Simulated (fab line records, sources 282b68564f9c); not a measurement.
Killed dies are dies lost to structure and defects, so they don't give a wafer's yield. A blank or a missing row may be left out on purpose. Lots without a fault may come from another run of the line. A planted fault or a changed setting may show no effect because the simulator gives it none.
fab line records | flow rit_cmos
record lots=5 wafers=27
route steps=202 shown FOX1@20 GATE@91 REOX@101 SPACER@125 CONTACT@175 M1@202
start_h: hours from the record's first day to the start of the lot's first wafer shown | wait_h: hours since the lot's step before | " the same as in the row above | L1.1+2: a row that stands for several wafers | - no value, or no start given | * or withheld: withheld | < > ~ a bound
route shown NAME@n: a module of which the file shows steps, and the number in the route of the first | usual: mean/standard deviation of fault-free wafers | same: alike in all rows | chamber/n: place in a boat | sites: the reading at each site | _std_site: their standard deviation | _edge_site: outer sites' mean less inner sites' | radius_mm: how far each site lies from the wafer's centre | mask NAME#n: copy n | behind: the tool/chamber that last shaped the wafer | hold: why the lot was held/for how many hours/how that ended | device: the transistor (n, p or np) that didn't switch | end of line: the same wafers' tests at the end of the route | a step without rows: its recipe alone | killed: dies lost to structure and defects at the first sort, not the wafer's yield | map: a wafer's dies, x killed, . not, _ none there
set.NAME: the setting as run; set.NAME@STEP: as run at that earlier step | model.NAME: the simulator's own value behind a step, which no gauge read
lots whose settings were changed on purpose; a table a step, a row a wafer
## steps
# step RIT_FOX1_OXIDATION_00
# recipe temp_c=1100 ambient=H2O target_thk_a=3507 p_h2o_torr=720 ox_time_s=1130
# columns lot.wafer tool chamber start_h wait_h set.ox_time_s model.SiO2_of_FOX1_OXIDATION_00.thk_nm
L076.1 - - - 0.0 538.3 208.2
L076.2 " - " " 538.3 206
L076.3 " - " " 538.3 208.7
L076.4 " - " " 538.3 207
L076.5 " - " " 538.3 214.2
L076.6 " - " " 538.3 213.7
L079.1 - - - 2.0 1773 460.1
L079.2 " - " " 1773 457.7
L079.3 " - " " 1773 457.9
L079.4 " - " " 1773 456.4
L079.5 " - " " 1773 454.6
L079.6 " - " " 1773 458.1
L082.1 - - - 3.4 701.4 260.9
L082.2 " - " " 701.4 259.1
L082.3 " - " " 701.4 255.5
L082.4 " - " " 701.4 255.8
L082.5 " - " " 701.4 262.5
L082.6 " - " " 701.4 258.1
L083.1 furnace-03 0 63.59 0.0 1130 341.6
L083.3 " 0 " " 1130 344.8
L083.4 " 0 " " 1130 345.4
L085.1 - - - 1.3 865.8 308.9
L085.2 " - " " 865.8 314.3
L085.3 " - " " 865.8 311.2
L085.4 " - " " 865.8 310
L085.5 " - " " 865.8 312.4
L085.6 " - " " 865.8 309.9
# step RIT_FOX1_THK_MEAS_01
# recipe reads=SiO2_of_FOX1_OXIDATION_00
# usual FOX1_OXIDE_THK=350/6.6
# columns lot.wafer tool chamber start_h wait_h set.ox_time_s@FOX1_OXIDATION_00 FOX1_OXIDE_THK[nm]
L076.1 film_metro-01 - - - 538.3 208
L076.2 " - " " 538.3 206
L076.3 " - " " 538.3 209
L076.4 " - " " 538.3 207
L076.5 " - " " 538.3 214
L076.6 " - " " 538.3 214
L079.1 film_metro-03 - - - 1773 460
L079.2 " - " " 1773 457
L079.3 " - " " 1773 458
L079.4 " - " " 1773 456
L079.5 " - " " 1773 455
L079.6 " - " " 1773 458
L082.1 film_metro-04 - - - 701.4 261
L082.2 " - " " 701.4 259
L082.3 " - " " 701.4 256
L082.4 " - " " 701.4 256
L082.5 " - " " 701.4 263
L082.6 " - " " 701.4 258
L083.1 film_metro-04 - 64.91 0.0 1130 342
L083.3 " - " " 1130 345
L083.4 " - " " 1130 345
L085.1 film_metro-04 - - - 865.8 309
L085.2 " - " " 865.8 314
L085.3 " - " " 865.8 311
L085.4 " - " " 865.8 310
L085.5 " - " " 865.8 312
L085.6 " - " " 865.8 310
# step RIT_GATE_DEVELOP_15
# recipe resist=NOVOLAK develop_time_s=50 dev_temp_c=23
# columns lot.wafer tool chamber start_h wait_h set.develop_time_s
L076.1+4+5 litho_track-02 0 - - 30.75
L076.2+3+6 " 0 " " 50
L079.1+3+5 litho_track-04 0 - - 64.01
L079.2+4+6 " 0 " " 50
L082.1+3+4 litho_track-02 0 - - 50
L082.2+5+6 " 0 " " 37.74
L083.1+3+4 litho_track-02 0 - - 50
L085.1+2+6 litho_track-01 0 - - 26.61
L085.3+4+5 " 0 " " 50
# step RIT_REOX_OXIDATION_03
# recipe temp_c=900 ambient=O2 target_thk_a=252 ox_time_s=5580
# columns lot.wafer tool chamber start_h wait_h set.ox_time_s model.SiO2_of_REOX_OXIDATION_03.thk_nm
L076.1 - - - 1.5 6989 28.99
L076.2 " - " " 6989 28.72
L076.3 " - " " 6989 28.79
L076.4 " - " " 6989 28.98
L076.5 " - " " 6989 29.14
L076.6 " - " " 6989 28.95
L079.1 - - - 1.2 8493 33.03
L079.2 " - " " 8493 33.29
L079.3 " - " " 8493 33.05
L079.4 " - " " 8493 33.18
L079.5 " - " " 8493 32.73
L079.6 " - " " 8493 33
L082.1 - - - 0.0 5580 25.57
L082.2 " - " " 5580 25.59
L082.3 " - " " 5580 25.58
L082.4 " - " " 5580 25.43
L082.5 " - " " 5580 25.71
L082.6 " - " " 5580 25.55
L083.1+4 furnace-03 0 88.37 1.7 5580 25.6
L083.3 " 0 " " 5580 25.76
L085.1 - - - 0.0 8164 32.65
L085.2 " - " " 8164 32.76
L085.3 " - " " 8164 32.44
L085.4 " - " " 8164 32.62
L085.5 " - " " 8164 32.88
L085.6 " - " " 8164 32.68
# step RIT_REOX_THK_MEAS_04
# recipe reads=SiO2_of_REOX_OXIDATION_03
# usual REOX_OXIDE_THK=25.2/0.53
# columns lot.wafer tool chamber start_h wait_h set.ox_time_s@REOX_OXIDATION_03 REOX_OXIDE_THK[nm]
L076.1 film_metro-04 - - - 6989 29.0
L076.2 " - " " 6989 28.7
L076.3 " - " " 6989 28.8
L076.4 " - " " 6989 29.0
L076.5 " - " " 6989 29.1
L076.6 " - " " 6989 28.9
L079.1 film_metro-01 - - - 8493 33.1
L079.2 " - " " 8493 33.3
L079.3 " - " " 8493 33.1
L079.4 " - " " 8493 33.2
L079.5 " - " " 8493 32.7
L079.6 " - " " 8493 33.0
L082.1 film_metro-04 - - - 5580 25.6
L082.2 " - " " 5580 25.6
L082.3 " - " " 5580 25.6
L082.4 " - " " 5580 25.4
L082.5 " - " " 5580 25.7
L082.6 " - " " 5580 25.6
L083.1 film_metro-01 - 90.92 0.0 5580 25.6
L083.3 " - " " 5580 25.7
L083.4 " - " " 5580 25.6
L085.1 film_metro-02 - - - 8164 32.7
L085.2 " - " " 8164 32.8
L085.3 " - " " 8164 32.4
L085.4 " - " " 8164 32.7
L085.5 " - " " 8164 32.8
L085.6 " - " " 8164 32.6
# step RIT_SPACER_CLEAN_00
# recipe chemistry=SC1 mix=3:3:50 time_s=600 temp_c=75
# columns lot.wafer tool chamber start_h wait_h set.time_s set.ox_time_s@REOX_OXIDATION_03 model.SiO2_of_REOX_OXIDATION_03.thk_nm
L076.1+4 - - - 0.1 762.2 6989 26.16
L076.2 " - " " 762.2 6989 25.93
L076.3 " - " " 762.2 6989 25.98
L076.5 " - " " 762.2 6989 26.3
L076.6 " - " " 762.2 6989 26.14
L079.1 - - - 0.1 448.1 8493 31.09
L079.2 " - " " 448.1 8493 31.35
L079.3 " - " " 448.1 8493 31.12
L079.4 " - " " 448.1 8493 31.24
L079.5 " - " " 448.1 8493 30.82
L079.6 " - " " 448.1 8493 31.07
L082.1+3 - - - 0.1 910 5580 22.62
L082.2 " - " " 910 5580 22.65
L082.4 " - " " 910 5580 22.51
L082.5 " - " " 910 5580 22.76
L082.6 " - " " 910 5580 22.6
L083.1 wet_bench-02 2 93.82 0.1 600 5580 23.62
L083.3 " 2 " " 600 5580 23.77
L083.4 " 2 " " 600 5580 23.63
L085.1 - - - 0.1 310.3 8164 31.34
L085.2 " - " " 310.3 8164 31.46
L085.3 " - " " 310.3 8164 31.14
L085.4 " - " " 310.3 8164 31.32
L085.5 " - " " 310.3 8164 31.57
L085.6 " - " " 310.3 8164 31.38
# step RIT_CONTACT_DEVELOP_07
# recipe resist=NOVOLAK develop_time_s=120 dev_temp_c=23
# columns lot.wafer tool chamber start_h wait_h set.develop_time_s
L076.1+3+5 litho_track-04 0 - - 59.12
L076.2+4+6 " 0 " " 120
L079.1+2+3+4+5+6 litho_track-04 0 - - 120
L082.1+3+6 litho_track-02 0 - - 120
L082.2+4+5 " 0 " " 190.4
L083.1+3+4 litho_track-04 0 - - 120
L085.1+2+4 litho_track-02 0 - - 49.97
L085.3+5+6 " 0 " " 120
# step RIT_CONTACT_CD_MEAS_08
# recipe target_cd_nm=1000
# usual cd_nm=1000/3.5
# columns lot.wafer tool chamber start_h wait_h set.develop_time_s@CONTACT_DEVELOP_07 cd_nm
L076.1 cd_sem-01 - 66.54 - 59.12 938
L076.2 " - " " 120 1001
L076.3 " - " " 59.12 940
L076.4 " - " " 120 995
L076.5 " - " " 59.12 937
L076.6 " - " " 120 996
L079.1 cd_sem-02 - 81.24 - 120 1000
L079.2 " - " " 120 997
L079.3 " - " " 120 999
L079.4 " - " " 120 998
L079.5 " - " " 120 1000
L079.6 " - " " 120 997
L082.1 cd_sem-01 - 99.45 - 120 999
L082.2 " - " " 190.4 1031
L082.3 " - " " 120 996
L082.4 " - " " 190.4 1034
L082.5 " - " " 190.4 1035
L082.6 " - " " 120 999
L083.1 cd_sem-01 - 101.90 - 120 999
L083.3 " - " " 120 1000
L083.4 " - " " 120 1001
L085.1 cd_sem-02 - 113.50 - 49.97 920
L085.2 " - " " 49.97 921
L085.3 " - " " 120 998
L085.4 " - " " 49.97 919
L085.5 " - " " 120 1000
L085.6 " - " " 120 999
# step RIT_CONTACT_HARDBAKE_10
# recipe resist=NOVOLAK temp_c=140 time_s=60
# step RIT_CONTACT_ETCH_11
# recipe target_depth_a=4800 over_etch_frac=0.2 stop_on=TiSi2 chemistry=CHF3/CF4/Ar target=SiO2 CHF3_flow_sccm=50 cf4_flow_sccm=10 Ar_flow_sccm=100 O2_flow_sccm=5 pressure_mtorr=100 rf_w=200 time_s=320
# columns lot.wafer tool chamber start_h wait_h set.develop_time_s@CONTACT_DEVELOP_07 model.CONTACT.cd_nm
L076.1 rie_diel-03 2 66.84 0.1 59.12 937.4
L076.2 " 3 " " 120 -
L076.3 " 1 " " 59.12 940.1
L076.4 " 0 " " 120 995.7
L076.5 " 1 " " 59.12 936.8
L076.6 " 0 " " 120 996.5
L079.1 rie_diel-01 0 81.54 0.1 120 999.8
L079.2 " 1 " " 120 996.5
L079.3 " 3 " " 120 998.6
L079.4 " 3 " " 120 998.3
L079.5 " 0 " " 120 999.9
L079.6 " 1 " " 120 996.1
L082.1 rie_diel-02 2 99.76 0.1 120 998.9
L082.2 " 3 " " 190.4 1032
L082.3 " 1 " " 120 996.6
L082.4 " 0 " " 190.4 1034
L082.5 " 3 " " 190.4 1035
L082.6 " 2 " " 120 999
L083.1 rie_diel-03 1 102.21 0.1 120 998.8
L083.3 " 2 " " 120 999.8
L083.4 " 0 " " 120 1001
L085.1 rie_diel-01 2 113.80 0.1 49.97 919.5
L085.2 " 0 " " 49.97 921.1
L085.3 " 1 " " 120 997.5
L085.4 " 3 " " 49.97 919.1
L085.5 " 1 " " 120 999.2
L085.6 " 2 " " 120 999.4
# step RIT_CONTACT_STRIP_12
# recipe chemistry=O2 time_s=171.1 resist=NOVOLAK platen_temp_c=withheld power_w=500 pressure_mtorr=4000 o2_flow_sccm=4000
# step RIT_CONTACT_CD_MEAS_90
# recipe target_cd_nm=1000
# usual cd_nm=1000/3.6
# columns lot.wafer tool chamber start_h wait_h set.develop_time_s@CONTACT_DEVELOP_07 cd_nm
L076.1 cd_sem-01 - 67.21 0.1 59.12 938
L076.2 " - " " 120 1001
L076.3 " - " " 59.12 940
L076.4 " - " " 120 996
L076.5 " - " " 59.12 937
L076.6 " - " " 120 996
L079.1 cd_sem-02 - 81.91 0.1 120 1000
L079.2 " - " " 120 997
L079.3 " - " " 120 998
L079.4 " - " " 120 998
L079.5 " - " " 120 1000
L079.6 " - " " 120 996
L082.1 cd_sem-01 - 100.13 0.1 120 999
L082.2 " - " " 190.4 1031
L082.3 " - " " 120 996
L082.4 " - " " 190.4 1033
L082.5 " - " " 190.4 1035
L082.6 " - " " 120 999
L083.1 cd_sem-02 - 102.58 0.1 120 999
L083.3 " - " " 120 1000
L083.4 " - " " 120 1001
L085.1 cd_sem-01 - 114.17 0.1 49.97 919
L085.2 " - " " 49.97 921
L085.3 " - " " 120 998
L085.4 " - " " 49.97 919
L085.5 " - " " 120 999
L085.6 " - " " 120 999
# step RIT_M1_PROBE_99
# usual killed_at_M0_to_M3=0.0/0.12 killed_at_contacts=0.1/0.3 killed_at_front_end=7/3 killed_dies=7/3 killed_open=3.3/1.9 killed_short=3.3/2
# same gross_dies=264 killed_at_M4_up=0 killed_at_back_side=0 killed_at_other=0
# columns lot.wafer tool chamber start_h wait_h set.develop_time_s@GATE_DEVELOP_15 set.ox_time_s@REOX_OXIDATION_03 killed_at_M0_to_M3 killed_at_contacts killed_at_front_end killed_dies killed_open killed_short model.etest.nldd.rs_ohm_sq model.etest.nmos_0p15.r_on_ohm_um model.etest.nmos_0p3.r_on_ohm_um model.etest.pmos_0p15.r_on_ohm_um model.etest.pmos_0p3.r_on_ohm_um model.etest.pmos_turned.r_on_ohm_um
L076.1 prober-01 - 71.86 0.1 30.75 6989 0 0 264 264 0 1 475.5 1819 2828 5177 8765 6226
L076.2 prober-01 - 71.91 0.1 50 6989 0 0 6 6 2 4 465.9 1176 2194 2966 6551 3976
L076.3 prober-01 - 71.96 0.2 50 6989 1 0 11 12 4 8 469.9 1189 2227 3012 6626 3995
L076.4 prober-01 - 72.01 0.2 30.75 6989 0 1 263 264 4 4 473.5 1822 2789 5096 8646 6061
L076.5 prober-01 - 72.06 0.2 30.75 6989 0 1 263 264 2 3 476.1 1813 2811 5123 8713 6183
L076.6 prober-01 - 72.11 0.2 50 6989 0 0 2 2 0 2 468.8 1236 2260 3078 6673 4065
L079.1 prober-02 - 86.58 0.1 64.01 8493 0 0 257 257 5 3 613.6 1235 2258 2912 6483 5336
L079.2 prober-02 - 86.63 0.1 50 8493 0 0 3 3 1 2 626.9 1542 2538 4024 7597 6692
L079.3 prober-02 - 86.68 0.2 64.01 8493 0 0 258 258 2 2 618.3 1235 2264 2947 6566 5578
L079.4 prober-02 - 86.73 0.2 50 8493 0 0 7 7 3 4 624.1 1535 2551 3954 7519 6514
L079.5 prober-02 - 86.78 0.2 64.01 8493 0 0 262 262 5 6 596.7 1208 2226 2849 6418 5062
L079.6 prober-02 - 86.83 0.2 50 8493 0 0 5 5 3 2 613.8 1521 2527 3853 7491 6276
L082.1 prober-01 - 104.66 0.1 50 5580 0 0 12 12 5 7 372.4 1060 2058 2708 6238 3323
L082.2 prober-01 - 104.71 0.1 37.74 5580 0 0 264 264 1 0 370.5 1429 2428 3919 7478 4555
L082.3 prober-01 - 104.76 0.2 50 5580 0 0 4 4 2 2 371.3 1103 2095 2790 6280 3385
L082.4 prober-01 - 104.81 0.2 50 5580 0 0 4 4 3 1 369.2 1088 2098 2794 6392 3388
L082.5 prober-01 - 104.86 0.2 37.74 5580 0 0 264 264 5 5 372.7 1419 2411 3955 7430 4513
L082.6 prober-01 - 104.91 0.2 37.74 5580 0 0 264 264 4 4 369.4 1458 2452 4001 7647 4661
L083.1 prober-02 - 107.28 0.1 50 5580 0 1 8 9 4 5 378.2 1142 2189 2900 6451 3506
L083.3 prober-02 - 107.38 0.2 50 5580 0 0 11 11 5 6 386.1 1118 2202 2929 6601 3523
L083.4 prober-02 - 107.43 0.2 50 5580 0 0 9 9 4 5 379.8 1117 2169 2906 6562 3533
L085.1 prober-02 - 118.66 0.1 26.61 8164 0 0 264 264 3 1 641.3 2370 3313 7236 1.058e+04 1.218e+04
L085.2 prober-02 - 118.71 0.1 26.61 8164 0 0 264 264 1 1 649 2394 3367 7301 1.087e+04 1.281e+04
L085.3 prober-02 - 118.76 0.2 50 8164 0 1 2 3 1 2 622.4 1564 2539 4473 7928 8956
L085.4 prober-02 - 118.81 0.2 50 8164 0 0 3 3 3 0 629.5 1487 2469 4423 7901 9570
L085.5 prober-02 - 118.86 0.2 50 8164 0 0 5 5 3 2 646.2 1592 2572 4572 8060 1.038e+04
L085.6 prober-02 - 118.91 0.2 26.61 8164 0 0 264 264 7 3 634.2 2346 3323 7201 1.072e+04 1.236e+04
# killed by level:class
L076.1 GATE:area_develop=263 FOX1:geometric_particle:short=1
L076.2 FOX1:geometric_particle:open=2 GATE:geometric_particle:short=2 FOX1:geometric_particle:short=1 SPACER:geometric_particle:short=1
L076.3 GATE:geometric_particle:short=3 FOX1:geometric_particle:open=2 GATE:geometric_particle:open=2 SPACER:geometric_particle:short=2 FOX1:geometric_particle:short=1 SILICIDE:geometric_particle:short=1 M1:geometric_particle:short=1
L076.4 GATE:area_develop=256 GATE:geometric_particle:short=4 SILICIDE:geometric_particle:open=2 GATE:geometric_particle:open=1 CONTACT:geometric_particle:open=1
L076.5 GATE:area_develop=259 GATE:geometric_particle:open=2 GATE:geometric_particle:short=1 SPACER:geometric_particle:short=1 CONTACT:geometric_particle:short=1
L076.6 FOX1:geometric_particle:short=2
L079.1 GATE:area_develop=249 GATE:geometric_particle:short=3 FOX1:geometric_particle:open=2 GATE:geometric_particle:open=2 SPACER:geometric_particle:open=1
L079.2 FOX1:geometric_particle:short=1 GATE:geometric_particle:short=1 SPACER:geometric_particle:open=1
L079.3 GATE:area_develop=254 FOX1:geometric_particle:short=1 GATE:geometric_particle:open=1 GATE:geometric_particle:short=1 SILICIDE:geometric_particle:open=1
L079.4 REOX:geometric_particle:open=2 FOX1:geometric_particle:open=1 FOX1:geometric_particle:short=1 REOX:geometric_particle:short=1 SPACER:geometric_particle:short=1 SILICIDE:geometric_particle:short=1
L079.5 GATE:area_develop=251 GATE:geometric_particle:short=2 REOX:geometric_particle:open=2 SPACER:geometric_particle:short=2 FOX1:geometric_particle:open=1 FOX1:geometric_particle:short=1 GATE:geometric_particle:open=1 SPACER:geometric_particle:open=1
L079.6 GATE:geometric_particle:open=2 FOX1:geometric_particle:short=1 SILICIDE:geometric_particle:short=1 SILICIDE:geometric_particle:open=1
L082.1 FOX2:geometric_particle:short=2 GATE:geometric_particle:short=2 GATE:geometric_particle:open=2 REOX:geometric_particle:short=2 REOX:geometric_particle:open=2 FOX1:geometric_particle:open=1 FOX1:geometric_particle:short=1
L082.2 GATE:area_develop=263 FOX2:geometric_particle:open=1
L082.3 GATE:geometric_particle:open=2 REOX:geometric_particle:short=2
L082.4 FOX1:geometric_particle:open=2 FOX1:geometric_particle:short=1 SPACER:geometric_particle:open=1
L082.5 GATE:area_develop=254 FOX1:geometric_particle:open=3 FOX1:geometric_particle:short=2 REOX:geometric_particle:short=2 FOX2:geometric_particle:open=1 REOX:geometric_particle:open=1 SPACER:geometric_particle:short=1
L082.6 GATE:area_develop=256 GATE:geometric_particle:short=2 REOX:geometric_particle:open=2 SPACER:geometric_particle:short=1 SPACER:geometric_particle:open=1 SILICIDE:geometric_particle:open=1 SILICIDE:geometric_particle:short=1
L083.1 GATE:geometric_particle:short=3 SPACER:geometric_particle:open=2 GATE:geometric_particle:open=1 REOX:geometric_particle:short=1 SILICIDE:geometric_particle:open=1 CONTACT:geometric_particle:short=1
L083.3 GATE:geometric_particle:short=3 SILICIDE:geometric_particle:open=3 SILICIDE:geometric_particle:short=2 FOX1:geometric_particle:short=1 GATE:geometric_particle:open=1 SPACER:geometric_particle:open=1
L083.4 GATE:geometric_particle:open=3 SILICIDE:geometric_particle:short=3 FOX1:geometric_particle:open=1 FOX2:geometric_particle:short=1 SPACER:geometric_particle:short=1
L085.1 GATE:area_develop=260 GATE:geometric_particle:open=2 REOX:geometric_particle:short=1 REOX:geometric_particle:open=1
L085.2 GATE:area_develop=262 FOX2:geometric_particle:short=1 SILICIDE:geometric_particle:open=1
L085.3 FOX2:geometric_particle:short=1 GATE:geometric_particle:short=1 CONTACT:geometric_particle:open=1
L085.4 REOX:geometric_particle:open=3
L085.5 FOX1:geometric_particle:open=2 SILICIDE:geometric_particle:short=2 SILICIDE:geometric_particle:open=1
L085.6 GATE:area_develop=254 GATE:geometric_particle:open=2 SPACER:geometric_particle:open=2 SILICIDE:geometric_particle:open=2 FOX1:geometric_particle:short=1 FOX1:geometric_particle:open=1 GATE:geometric_particle:short=1 SILICIDE:geometric_particle:short=1
## key
split step=RIT_FOX1_OXIDATION_00 setting=ox_time_s stated=1130 by=lot
response step=RIT_FOX1_OXIDATION_00 reading=model.SiO2_of_FOX1_OXIDATION_00.thk_nm change=+2.17 per=1% r=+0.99
response step=RIT_FOX1_THK_MEAS_01 reading=FOX1_OXIDE_THK change=+2.17 per=1% r=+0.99
split step=RIT_GATE_DEVELOP_15 setting=develop_time_s stated=50 by=wafer
response step=RIT_M1_PROBE_99 reading=model.etest.pmos_turned.r_on_ohm_um change=-54.7 per=1% r=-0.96
response step=RIT_M1_PROBE_99 reading=model.etest.pmos_0p3.r_on_ohm_um change=-53.1 per=1% r=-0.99
response step=RIT_M1_PROBE_99 reading=model.etest.pmos_0p15.r_on_ohm_um change=-53.1 per=1% r=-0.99
response step=RIT_M1_PROBE_99 reading=model.etest.nmos_0p15.r_on_ohm_um change=-15.7 per=1% r=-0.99
response step=RIT_M1_PROBE_99 reading=model.etest.nmos_0p3.r_on_ohm_um change=-15.2 per=1% r=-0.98
split step=RIT_REOX_OXIDATION_03 setting=ox_time_s stated=5580 by=lot
response step=RIT_REOX_OXIDATION_03 reading=model.SiO2_of_REOX_OXIDATION_03.thk_nm change=+0.147 per=1% r=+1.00
response step=RIT_REOX_THK_MEAS_04 reading=REOX_OXIDE_THK change=+0.147 per=1% r=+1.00
response step=RIT_SPACER_CLEAN_00 reading=model.SiO2_of_REOX_OXIDATION_03.thk_nm change=+0.167 per=1% r=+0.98
response step=RIT_M1_PROBE_99 reading=model.etest.nldd.rs_ohm_sq change=+5.08 per=1% r=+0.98
split step=RIT_SPACER_CLEAN_00 setting=time_s stated=600 by=lot
response none clear
split step=RIT_CONTACT_DEVELOP_07 setting=develop_time_s stated=120 by=wafer
response step=RIT_CONTACT_CD_MEAS_08 reading=cd_nm change=+1.02 per=1% r=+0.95
response step=RIT_CONTACT_ETCH_11 reading=model.CONTACT.cd_nm change=+1.01 per=1% r=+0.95
response step=RIT_CONTACT_CD_MEAS_90 reading=cd_nm change=+1.03 per=1% r=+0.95
